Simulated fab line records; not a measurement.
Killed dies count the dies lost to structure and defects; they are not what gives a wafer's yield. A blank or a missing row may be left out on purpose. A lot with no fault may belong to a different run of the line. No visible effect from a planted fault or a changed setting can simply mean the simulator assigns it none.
Check of tool commonality / flow berkeley-cmos170 / Lots sampled 14, wafers sampled 42

## REASON FOR OPENING
2 of 14 lots carry a flag on the reading NLDD_TW at UCB170_NLDD_TW_MEAS_11. Fault-free wafers read 2222, with a standard deviation of 21.
Rule: a lot is flagged in two cases, either no wafer of it has a number, or all its wafers with numbers fall more than 4 standard deviations from that mean. All remaining lots are regarded as sound.

lot=L937; measured=day 7 14:48; on=film-metro-01; NLDD_TW, wafer by wafer=2203 2210 2204; flag=
lot=L938; measured=day 8 13:28; on=film-metro-03; NLDD_TW, wafer by wafer=2228 2235 2235; flag=
lot=L941; measured=day 8 13:50; on=film-metro-03; NLDD_TW, wafer by wafer=2240 2232 2231; flag=
lot=L940; measured=day 8 14:05; on=film-metro-01; NLDD_TW, wafer by wafer=30 30 30; flag=FLAGGED
lot=L939; measured=day 8 14:51; on=film-metro-01; NLDD_TW, wafer by wafer=30 30 30; flag=FLAGGED
lot=L950; measured=day 10 13:22; on=film-metro-03; NLDD_TW, wafer by wafer=2247 2242 2240; flag=
lot=L949; measured=day 10 13:37; on=film-metro-03; NLDD_TW, wafer by wafer=2244 2236 2236; flag=
lot=L951; measured=day 11 05:07; on=film-metro-01; NLDD_TW, wafer by wafer=2203 2195 2205; flag=
lot=L955; measured=day 12 00:44; on=film-metro-01; NLDD_TW, wafer by wafer=2218 2216 2203; flag=
lot=L953; measured=day 12 00:56; on=film-metro-03; NLDD_TW, wafer by wafer=2257 2241 2241; flag=
lot=L954; measured=day 12 01:02; on=film-metro-03; NLDD_TW, wafer by wafer=2234 2242 2252; flag=
lot=L956; measured=day 12 12:37; on=film-metro-03; NLDD_TW, wafer by wafer=2247 2235 2233; flag=
lot=L958; measured=day 12 23:41; on=film-metro-03; NLDD_TW, wafer by wafer=2243 2230 2234; flag=
lot=L957; measured=day 13 00:02; on=film-metro-03; NLDD_TW, wafer by wafer=2229 2233 2237; flag=
On average the flagged lots read 30, which is -2192 against the usual, or -99 or more standard deviations.

## TOOL THAT RAN EACH LOT
2 process steps preceding the reading are held in the record, out of 331 steps in the route. Cell contents, in order: the tool; ch with the chambers the sampled wafers went through; the start.
lot=L937; flag=; UCB170_PLDD_STRIP_10=plasma-asher-03 ch 0,1, day 7 12:21; UCB170_NLDD_STRIP_10=plasma-asher-04 ch 0, day 7 14:42
lot=L938; flag=; UCB170_PLDD_STRIP_10=plasma-asher-03 ch 0,1, day 8 11:05; UCB170_NLDD_STRIP_10=plasma-asher-04 ch 0,1, day 8 13:22
lot=L941; flag=; UCB170_PLDD_STRIP_10=plasma-asher-02 ch 1, day 8 11:05; UCB170_NLDD_STRIP_10=plasma-asher-01 ch 0,1, day 8 13:43
lot=L940; flag=FLAGGED; UCB170_PLDD_STRIP_10=plasma-asher-03 ch 0,1, day 8 11:21; UCB170_NLDD_STRIP_10=plasma-asher-04 ch 0,1, day 8 13:59
lot=L939; flag=FLAGGED; UCB170_PLDD_STRIP_10=plasma-asher-02 ch 0,1, day 8 11:56; UCB170_NLDD_STRIP_10=plasma-asher-01 ch 0,1, day 8 14:45
lot=L950; flag=; UCB170_PLDD_STRIP_10=plasma-asher-03 ch 0,1, day 10 08:56; UCB170_NLDD_STRIP_10=plasma-asher-04 ch 0,1, day 10 13:16
lot=L949; flag=; UCB170_PLDD_STRIP_10=plasma-asher-03 ch 0,1, day 10 09:10; UCB170_NLDD_STRIP_10=plasma-asher-01 ch 0,1, day 10 13:31
lot=L951; flag=; UCB170_PLDD_STRIP_10=plasma-asher-03 ch 0,1, day 11 03:10; UCB170_NLDD_STRIP_10=plasma-asher-04 ch 0,1, day 11 05:01
lot=L955; flag=; UCB170_PLDD_STRIP_10=plasma-asher-04 ch 0,1, day 11 22:52; UCB170_NLDD_STRIP_10=plasma-asher-01 ch 0,1, day 12 00:37
lot=L953; flag=; UCB170_PLDD_STRIP_10=plasma-asher-03 ch 0,1, day 11 23:10; UCB170_NLDD_STRIP_10=plasma-asher-02 ch 0,1, day 12 00:51
lot=L954; flag=; UCB170_PLDD_STRIP_10=plasma-asher-02 ch 0,1, day 11 23:18; UCB170_NLDD_STRIP_10=plasma-asher-04 ch 0,1, day 12 00:56
lot=L956; flag=; UCB170_PLDD_STRIP_10=plasma-asher-03 ch 0,1, day 12 10:52; UCB170_NLDD_STRIP_10=plasma-asher-04 ch 0,1, day 12 12:31
lot=L958; flag=; UCB170_PLDD_STRIP_10=plasma-asher-04 ch 0, day 12 21:47; UCB170_NLDD_STRIP_10=plasma-asher-04 ch 0,1, day 12 23:34
lot=L957; flag=; UCB170_PLDD_STRIP_10=plasma-asher-03 ch 0,1, day 12 22:11; UCB170_NLDD_STRIP_10=plasma-asher-01 ch 0,1, day 12 23:56
What the steps here do:
- UCB170_PLDD_STRIP_10: strips in O2.
- UCB170_NLDD_STRIP_10: strips in O2.
- UCB170_NLDD_TW_MEAS_11

## FLAGGED AGAINST TOTAL, ONE TOOL AT A TIME (gauges that did the reading follow at the end)
step=UCB170_PLDD_STRIP_10; tool=plasma-asher-02; lots run=3; flagged=1; share of the flagged lots=some; sound lots run after its first flagged lot=1 (L954)
step=UCB170_PLDD_STRIP_10; tool=plasma-asher-03; lots run=9; flagged=1; share of the flagged lots=some; sound lots run after its first flagged lot=6 (L950,L949,L951,L953,L956,L957)
step=UCB170_PLDD_STRIP_10; tool=plasma-asher-04; lots run=2; flagged=0; share of the flagged lots=none; sound lots run after its first flagged lot=-
step=UCB170_NLDD_STRIP_10; tool=plasma-asher-01; lots run=5; flagged=1; share of the flagged lots=some; sound lots run after its first flagged lot=3 (L949,L955,L957)
step=UCB170_NLDD_STRIP_10; tool=plasma-asher-02; lots run=1; flagged=0; share of the flagged lots=none; sound lots run after its first flagged lot=-
step=UCB170_NLDD_STRIP_10; tool=plasma-asher-04; lots run=8; flagged=1; share of the flagged lots=some; sound lots run after its first flagged lot=5 (L950,L951,L954,L956,L958)
step=UCB170_NLDD_TW_MEAS_11; tool=film-metro-01; lots run=5; flagged=2; share of the flagged lots=all; sound lots run after its first flagged lot=2 (L951,L955)
step=UCB170_NLDD_TW_MEAS_11; tool=film-metro-03; lots run=9; flagged=0; share of the flagged lots=none; sound lots run after its first flagged lot=-

## THE TABLE: WHAT IT ALLOWS
All flagged lots share 1 row of the table, namely film-metro-01 at UCB170_NLDD_TW_MEAS_11.
- film-metro-01 at UCB170_NLDD_TW_MEAS_11 ran 5 lots, 2 of them flagged. After the first flagged lot (L951, L955), sound lots still ran on it; a lasting fault on the whole tool would not permit that.
No row of the table ran every flagged lot and no sound lot after the first.

## WHAT HAD BEEN PUT IN BY THE SIMULATOR
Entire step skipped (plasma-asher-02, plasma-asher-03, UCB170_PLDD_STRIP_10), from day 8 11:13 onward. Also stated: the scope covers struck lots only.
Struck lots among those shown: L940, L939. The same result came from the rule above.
